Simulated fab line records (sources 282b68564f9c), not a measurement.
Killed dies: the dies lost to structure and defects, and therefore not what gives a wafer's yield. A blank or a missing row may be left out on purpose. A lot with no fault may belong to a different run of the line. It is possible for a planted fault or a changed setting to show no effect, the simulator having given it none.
fab line records | flow rit-cmos
record lots=5 wafers=23
route steps=202 shown CONTACT@168 M1@184
start-h: hours from the record's first day to the start of the lot's first wafer shown | wait-h: hours elapsed since this lot's preceding step | " as in the row above | L1.1+2: one row covering several wafers at once | - no value, or no start given | * or withheld: withheld | < > ~ a bound
route shown NAME@n: a module of which the file shows steps, and the number in the route of the first | usual: mean and standard deviation over wafers with no fault | same: alike in all rows | chamber/n: place in a boat | sites: the reading at each site | _std_site: standard deviation of those values | _edge_site: outer sites' mean less inner sites' | radius-mm: for every site, how far away it sits from the centre of the wafer | mask NAME#n: copy n | behind: tool/chamber where the wafer was last shaped | hold: the reason the lot was held/the length of the hold in hours/how it ended | device: the transistor (n, p or np) that didn't switch | end of line: the same wafers' tests at the end of the route | a step given without rows: its recipe and nothing more | killed: not the wafer's yield, but the dies lost to structure and defects at the first sort | map: a wafer's dies, marking killed ones x, the rest . and places with no die _
set.NAME: the run value of the setting; set.NAME@STEP: its run value at that earlier step | model.NAME: the simulator's own value behind a step, which no gauge read
lots where settings were altered on purpose, with a table for each step and a row for each wafer
## steps
# step RIT_CONTACT_CVD_00
# recipe material=SiO2 target-thk-nm=400 precursor=TEOS temp-c=390 time-s=61 rf-w=400
# columns lot.wafer tool chamber start-h wait-h set.time-s model.SiO2_of_CONTACT_CVD_00.thk-nm
L078.1+2 pecvd-01 0,2 71.07 0.1 61 -
L078.3 " 1 " " 61 404.9
L078.4 " 1 " " 61 407.2
L078.6 " 0 " " 61 407
L080.1 pecvd-03 1 83.32 0.1 61 403.7
L080.2 " 2 " " 61 -
L080.3 " 0 " " 67.41 437.4
L080.4 " 1 " " 67.41 -
L080.5 " 0 " " 61 404.5
L081.1+4 pecvd-01 1,0 88.37 0.1 67.41 -
L081.2 " 0 " " 61 401.6
L081.5 " 2 " " 67.41 448.1
L081.6 " 1 " " 61 -
L082.1 pecvd-04 1 91.52 0.1 54.53 359.8
L082.2 " 2 " " 54.53 -
L082.3+4 " 0 " " 61 -
L082.5 " 1 " " 61 403.7
L085.3 pecvd-04 2 106.60 0.0 61 398.8
L085.5 " 0 " " 61 395
L085.6 " 2 " " 61 403.5
# step RIT_CONTACT_THK_MEAS_01
# recipe reads=SiO2_of_CONTACT_CVD_00
# usual CONTACT_TEOS_THK=402/4.7
# columns lot.wafer tool chamber start-h wait-h set.time-s@CONTACT_CVD_00 CONTACT_TEOS_THK[nm]
L078.1 film-metro-03 - 71.12 0.0 61 401
L078.2 " - " " 61 399
L078.3 " - " " 61 405
L078.4 " - " " 61 408
L078.6 " - " " 61 407
L080.1 film-metro-01 - 83.37 0.0 61 404
L080.2 " - " " 61 395
L080.3 " - " " 67.41 437
L080.4 " - " " 67.41 446
L080.5 " - " " 61 404
L081.1 film-metro-02 - 88.42 0.0 67.41 449
L081.2 " - " " 61 402
L081.4 " - " " 67.41 454
L081.5 " - " " 67.41 448
L081.6 " - " " 61 411
L082.1 film-metro-03 - 91.57 0.0 54.53 360
L082.2 " - " " 54.53 364
L082.3 " - " " 61 400
L082.4 " - " " 61 404
L082.5 " - " " 61 404
L085.3 film-metro-02 - 106.68 0.1 61 399
L085.5 " - " " 61 395
L085.6 " - " " 61 403
# step RIT_M1_SPUTTER_00
# recipe material=Al target-thk-nm=400 power-w=2000 chamber-pressure-pa=0.4 gas=Ar time-s=500 substrate-temp-c=25
# columns lot.wafer tool chamber start-h wait-h set.power-w model.Al_of_M1_SPUTTER_00.thk-nm
L078.1 pvd-sputter-03 - 73.47 0.0 1879 375.3
L078.2 " - " " 1879 370.9
L078.3+4 " - " " 2000 397.6
L078.6 " - " " 2000 396.9
L080.1 pvd-sputter-03 - 85.67 0.0 2000 388.1
L080.2 " - " " 1839 360.7
L080.3 " - " " 2000 391.6
L080.4 " - " " 1839 350.3
L080.5 " - " " 2000 392.9
L081.1 pvd-sputter-04 - 90.91 0.0 1780 358.8
L081.2 " - " " 2000 402
L081.4 " - " " 1780 357.7
L081.5 " - " " 2000 401.3
L081.6 " - " " 1780 356.7
L082.1 pvd-sputter-02 - 93.74 0.0 2000 398.7
L082.2 " - " " 1829 366.6
L082.3 " - " " 1829 365.1
L082.4 " - " " 1829 366.3
L082.5 " - " " 2000 399.2
L085.3 pvd-sputter-03 - 108.85 0.0 2000 402.4
L085.5 " - " " 2000 396.1
L085.6 " - " " 2000 400.8
# step RIT_M1_RS_MEAS_01
# recipe thk-meas-gauge=four-point-probe reads=Al_of_M1_SPUTTER_00
# usual M1_AL_RS=0.0739/0.00075
# columns lot.wafer tool chamber start-h wait-h set.power-w@M1_SPUTTER_00 M1_AL_RS[ohm/sq]
L078.1 film-metro-04 - 73.77 0.1 1879 0.0783
L078.2 " - " " 1879 0.0793
L078.3 " - " " 2000 0.0739
L078.4 " - " " 2000 0.0740
L078.6 " - " " 2000 0.0741
L080.1 film-metro-01 - 85.97 0.1 2000 0.0757
L080.2 " - " " 1839 0.0815
L080.3 " - " " 2000 0.0750
L080.4 " - " " 1839 0.0840
L080.5 " - " " 2000 0.0746
L081.1 film-metro-02 - 91.21 0.1 1780 0.0820
L081.2 " - " " 2000 0.0732
L081.4 " - " " 1780 0.0824
L081.5 " - " " 2000 0.0733
L081.6 " - " " 1780 0.0825
L082.1 film-metro-04 - 94.03 0.1 2000 0.0737
L082.2 " - " " 1829 0.0804
L082.3 " - " " 1829 0.0806
L082.4 " - " " 1829 0.0805
L082.5 " - " " 2000 0.0735
L085.3 film-metro-04 - 109.18 0.2 2000 0.0730
L085.5 " - " " 2000 0.0741
L085.6 " - " " 2000 0.0733
# step RIT_M1_THK_MEAS_02
# recipe thk-meas-gauge=xrf reads=Al_of_M1_SPUTTER_00
# usual M1_AL_THK=398/6.1
# columns lot.wafer tool chamber start-h wait-h set.power-w@M1_SPUTTER_00 M1_AL_THK[nm]
L078.1 film-metro-04 - 73.89 0.1 1879 381
L078.2 " - " " 1879 374
L078.3 " - " " 2000 403
L078.4 " - " " 2000 402
L078.6 " - " " 2000 403
L080.1 film-metro-01 - 86.09 0.1 2000 386
L080.2 " - " " 1839 357
L080.3 " - " " 2000 387
L080.4 " - " " 1839 348
L080.5 " - " " 2000 389
L081.1 film-metro-02 - 91.33 0.1 1780 357
L081.2 " - " " 2000 401
L081.4 " - " " 1780 355
L081.5 " - " " 2000 400
L081.6 " - " " 1780 355
L082.1 film-metro-04 - 94.15 0.1 2000 404
L082.2 " - " " 1829 374
L082.3 " - " " 1829 368
L082.4 " - " " 1829 370
L082.5 " - " " 2000 404
L085.3 film-metro-04 - 109.28 0.1 2000 409
L085.5 " - " " 2000 400
L085.6 " - " " 2000 406
# step RIT_M1_EXPOSE_06
# recipe mask-id=M12 na=0.6 source-shape=conventional sigma-outer=0.5 target-cd-nm=2600 dose-mj=250
# columns lot.wafer tool chamber start-h wait-h mask set.dose-mj
L078.1+2+6 iline-stepper-02 0 74.40 0.1 M12#0 250
L078.3+4 " 0 " " M12#0 235.3
L080.1+2 iline-stepper-01 0 86.60 0.1 M12#0 250
L080.3+4+5 " 0 " " M12#0 257.4
L081.1+5+6 iline-stepper-02 0 91.96 0.2 M12#0 240.9
L081.2+4 " 0 " " M12#0 250
L082.1+3+4 iline-stepper-01 0 94.89 0.3 M12#0 232.3
L082.2+5 " 0 " " M12#0 250
L085.3+5+6 iline-stepper-02 0 109.81 0.1 M12#0 250
# step RIT_M1_PEB_07
# recipe resist=NOVOLAK temp-c=withheld time-s=withheld
# step RIT_M1_DEVELOP_08
# recipe resist=NOVOLAK develop-time-s=68 dev-temp-c=23
# step RIT_M1_CD_MEAS_09
# recipe target-cd-nm=2600
# usual cd-nm=2599.8/2.4
# columns lot.wafer tool chamber start-h wait-h set.dose-mj@M1_EXPOSE_06 cd-nm
L078.1 cd-sem-01 - 74.83 - 250 2599.0
L078.2 " - " " 250 2597.9
L078.3 " - " " 235.3 2614.5
L078.4 " - " " 235.3 2615.7
L078.6 " - " " 250 2597.2
L080.1 cd-sem-01 - 87.03 - 250 2598.6
L080.2 " - " " 250 2603.4
L080.3 " - " " 257.4 2588.7
L080.4 " - " " 257.4 2592.8
L080.5 " - " " 257.4 2593.4
L081.1 cd-sem-01 - 92.39 - 240.9 2608.6
L081.2 " - " " 250 2600.0
L081.4 " - " " 250 2600.8
L081.5 " - " " 240.9 2609.1
L081.6 " - " " 240.9 2610.5
L082.1 cd-sem-01 - 95.41 - 232.3 2625.2
L082.2 " - " " 250 2603.3
L082.3 " - " " 232.3 2623.6
L082.4 " - " " 232.3 2626.4
L082.5 " - " " 250 2605.7
L085.3 cd-sem-02 - 110.24 - 250 2599.2
L085.5 " - " " 250 2597.4
L085.6 " - " " 250 2599.6
# step RIT_M1_METAL_ETCH_12
# recipe stop-on=SiO2 chemistry=Cl2/BCl3 target=Al time-s=165 over-etch-frac=0.5 pressure-mtorr=100 target-depth-a=6000 rf-w=250 Cl2_flow_sccm=60 bcl3-flow-sccm=50
# usual oes-product-au=0.771/0.0069
# columns lot.wafer tool chamber start-h wait-h set.rf-w set.time-s@CONTACT_CVD_00 set.power-w@M1_SPUTTER_00 set.dose-mj@M1_EXPOSE_06 oes-product-au model.NOVOLAK_of_M1_COAT_04.thk-nm model.M1.cd-nm model.SiO2_of_CONTACT_CVD_00.thk-nm
L078.1 rie-metal-02 1 75.23 0.2 250 61 1879 250 0.748 - 2598 -
L078.2 " 0 " " 233.9 61 1879 250 0.745 - 2603 -
L078.3 " 0 " " 233.9 61 2000 235.3 0.766 839.8 2618 371.7
L078.4 " 1 " " 233.9 61 2000 235.3 0.773 841.3 2618 373.6
L078.6 " 0 " " 250 61 2000 250 0.781 819.9 2598 371.5
L080.1 rie-metal-01 0 87.52 0.2 250 61 2000 250 0.767 808.1 2601 367.2
L080.2 " 1 " " 250 61 1839 250 0.726 - 2606 -
L080.3 " 1 " " 276 67.41 2000 257.4 0.778 779.8 2586 397.6
L080.4 " 0 " " 250 67.41 1839 257.4 0.725 - 2595 -
L080.5 " 1 " " 276 61 2000 257.4 0.769 773.7 2590 364.7
L081.1 rie-metal-02 1 92.80 0.2 265.2 67.41 1780 240.9 0.732 - 2606 -
L081.2 " 0 " " 250 61 2000 250 0.779 818.3 2602 365.9
L081.4 " 0 " " 250 67.41 1780 250 0.734 - 2603 -
L081.5 " 0 " " 265.2 67.41 2000 240.9 0.775 800.8 2608 410.5
L081.6 " 1 " " 250 61 1780 240.9 0.729 - 2610 -
L082.1 rie-metal-03 0 95.81 0.2 250 54.53 2000 232.3 0.765 794.8 2621 322
L082.2 " 1 " " 275.5 54.53 1829 250 0.723 - 2598 -
L082.3 " 1 " " 275.5 61 1829 232.3 0.716 - 2618 -
L082.4 " 0 " " 250 61 1829 232.3 0.737 - 2625 -
L082.5 " 1 " " 275.5 61 2000 250 0.769 778.1 2601 363
L085.3 rie-metal-03 1 110.66 0.2 250 61 2000 250 0.770 800.7 2599 361.6
L085.5 " 0 " " 250 61 2000 250 0.770 794 2595 357.4
L085.6 " 1 " " 250 61 2000 250 0.766 800.8 2601 366.3
# step RIT_M1_STRIP_13
# recipe chemistry=nmp resist=NOVOLAK temp-c=80 time-s=600 dry=n2-spin
# step RIT_M1_STRIP_14
# recipe chemistry=O2 time-s=180 platen-temp-c=withheld power-w=500 pressure-mtorr=4000 o2-flow-sccm=4000
# step RIT_M1_CD_MEAS_90
# recipe target-cd-nm=2600
# usual cd-nm=2600.4/2.8
# columns lot.wafer tool chamber start-h wait-h set.dose-mj@M1_EXPOSE_06 set.rf-w@M1_METAL_ETCH_12 cd-nm
L078.1 cd-sem-02 - 75.92 0.1 250 250 2598.4
L078.2 " - " " 250 233.9 2602.9
L078.3 " - " " 235.3 233.9 2618.6
L078.4 " - " " 235.3 233.9 2617.9
L078.6 " - " " 250 250 2598.2
L080.1 cd-sem-01 - 88.03 0.1 250 250 2601.2
L080.2 " - " " 250 250 2605.2
L080.3 " - " " 257.4 276 2585.9
L080.4 " - " " 257.4 250 2594.4
L080.5 " - " " 257.4 276 2590.7
L081.1 cd-sem-01 - 93.33 0.1 240.9 265.2 2605.6
L081.2 " - " " 250 250 2602.4
L081.4 " - " " 250 250 2603.3
L081.5 " - " " 240.9 265.2 2607.7
L081.6 " - " " 240.9 250 2610.0
L082.1 cd-sem-02 - 96.33 0.1 232.3 250 2621.6
L082.2 " - " " 250 275.5 2598.6
L082.3 " - " " 232.3 275.5 2618.0
L082.4 " - " " 232.3 250 2624.4
L082.5 " - " " 250 275.5 2601.4
L085.3 cd-sem-01 - 111.18 0.1 250 250 2599.3
L085.5 " - " " 250 250 2595.8
L085.6 " - " " 250 250 2600.8
# step RIT_M1_ANNEAL_15
# recipe temp-c=450 time-s=1800 ambient=forming_gas_H2N2
# step RIT_M1_PROBE_99
# columns lot.wafer tool chamber start-h wait-h set.dose-mj@GATE_EXPOSE_13 model.etest.pmos-turned.r-on-ohm-um model.etest.pmos_0p15.r-on-ohm-um model.etest.pmos_0p3.r-on-ohm-um model.etest.nmos_0p15.r-on-ohm-um model.etest.nmos_0p15.drive-ua-um model.etest.nmos_0p3.r-on-ohm-um
L078.1 prober-02 - 78.67 0.1 364.8 3933 3374 6746 1270 374.4 2228
L078.2 prober-02 - 78.72 0.1 364.8 4158 3527 6903 1335 377.3 2282
L078.3 prober-02 - 78.77 0.2 380 3434 2886 6473 1174 450.6 2162
L078.4 prober-02 - 78.82 0.2 380 3542 2957 6526 1158 433 2186
L078.6 prober-02 - 78.92 0.2 364.8 3876 3335 6601 1252 390.7 2182
L080.1 prober-02 - 89.77 0.1 380 3586 2828 6360 1155 459.9 2181
L080.2 prober-02 - 89.82 0.1 407.6 2795 2001 6040 889 668.2 2040
L080.3 prober-02 - 89.87 0.2 380 3531 2757 6258 1153 450.9 2196
L080.4 prober-02 - 89.92 0.2 407.6 2796 2073 5912 944.8 636.2 2072
L080.5 prober-02 - 89.97 0.2 380 3559 2838 6436 1155 457 2210
L081.1 prober-01 - 95.07 0.1 402 2778 2171 5997 969.8 606 2067
L081.2 prober-01 - 95.12 0.1 380 3435 2839 6284 1163 468 2150
L081.4 prober-01 - 95.22 0.2 380 3336 2790 6290 1120 462.4 2140
L081.5 prober-01 - 95.27 0.2 380 3375 2831 6306 1158 462.2 2154
L081.6 prober-01 - 95.32 0.2 402 2772 2164 6065 976 612.5 2085
L082.1 prober-02 - 98.59 0.1 397.6 2866 2195 6039 925.6 588.3 2101
L082.2 prober-02 - 98.64 0.1 380 3476 2768 6373 1127 464.8 2213
L082.3 prober-02 - 98.69 0.2 397.6 2986 2251 6085 973.1 583 2097
L082.4 prober-02 - 98.74 0.2 380 3366 2662 6251 1139 472.6 2222
L082.5 prober-02 - 98.79 0.2 397.6 2984 2269 6076 987.5 571 2130
L085.3 prober-01 - 113.76 0.2 380 3497 2840 6390 1140 468.1 2181
L085.5 prober-01 - 113.86 0.2 380 3533 2860 6361 1131 471 2154
L085.6 prober-01 - 113.91 0.2 380 3571 2867 6350 1140 467.2 2149
# killed by level:class
L085.3 GATE:geometric-particle:open=3 FOX1:geometric-particle:short=1 GATE:geometric-particle:short=1 REOX:geometric-particle:open=1 SPACER:geometric-particle:short=1
L085.5 SPACER:geometric-particle:open=3 FOX1:geometric-particle:open=1 GATE:geometric-particle:open=1 REOX:geometric-particle:open=1
L085.6 SILICIDE:geometric-particle:short=2 FOX1:geometric-particle:short=1 GATE:geometric-particle:open=1 SPACER:geometric-particle:short=1
## key
split step=RIT_CONTACT_CVD_00 setting=time-s stated=61 by=wafer
response step=RIT_CONTACT_CVD_00 reading=model.SiO2_of_CONTACT_CVD_00.thk-nm change=+3.84 per=1% r=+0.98
response step=RIT_CONTACT_THK_MEAS_01 reading=CONTACT_TEOS_THK change=+3.97 per=1% r=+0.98
response step=RIT_M1_METAL_ETCH_12 reading=model.SiO2_of_CONTACT_CVD_00.thk-nm change=+3.64 per=1% r=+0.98
split step=RIT_M1_SPUTTER_00 setting=power-w stated=2000 by=wafer
response step=RIT_M1_SPUTTER_00 reading=model.Al_of_M1_SPUTTER_00.thk-nm change=+4.05 per=1% r=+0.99
response step=RIT_M1_RS_MEAS_01 reading=M1_AL_RS change=-0.000844 per=1% r=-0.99
response step=RIT_M1_THK_MEAS_02 reading=M1_AL_THK change=+4.1 per=1% r=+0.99
response step=RIT_M1_METAL_ETCH_12 reading=oes-product-au change=+0.0047 per=1% r=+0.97
split step=RIT_M1_EXPOSE_06 setting=dose-mj stated=250 by=wafer
response step=RIT_M1_CD_MEAS_09 reading=cd-nm change=-2.87 per=1% r=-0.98
response step=RIT_M1_METAL_ETCH_12 reading=model.M1.cd-nm change=-2.97 per=1% r=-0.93
response step=RIT_M1_CD_MEAS_90 reading=cd-nm change=-2.96 per=1% r=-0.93
split step=RIT_M1_METAL_ETCH_12 setting=rf-w stated=250 by=wafer
response step=RIT_M1_METAL_ETCH_12 reading=model.NOVOLAK_of_M1_COAT_04.thk-nm change=-2.61 per=1% r=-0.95
response step=RIT_M1_METAL_ETCH_12 reading=model.M1.cd-nm slope=-0.674 per=1% together-with=dose-mj@M1_EXPOSE_06 explained=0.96
response step=RIT_M1_CD_MEAS_90 reading=cd-nm slope=-0.651 per=1% together-with=dose-mj@M1_EXPOSE_06 explained=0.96
split outside-this-file step=RIT_GATE_EXPOSE_13 setting=dose-mj
# split outside-this-file: this setting was split too, and the file shows its column; the key of that split is in another file
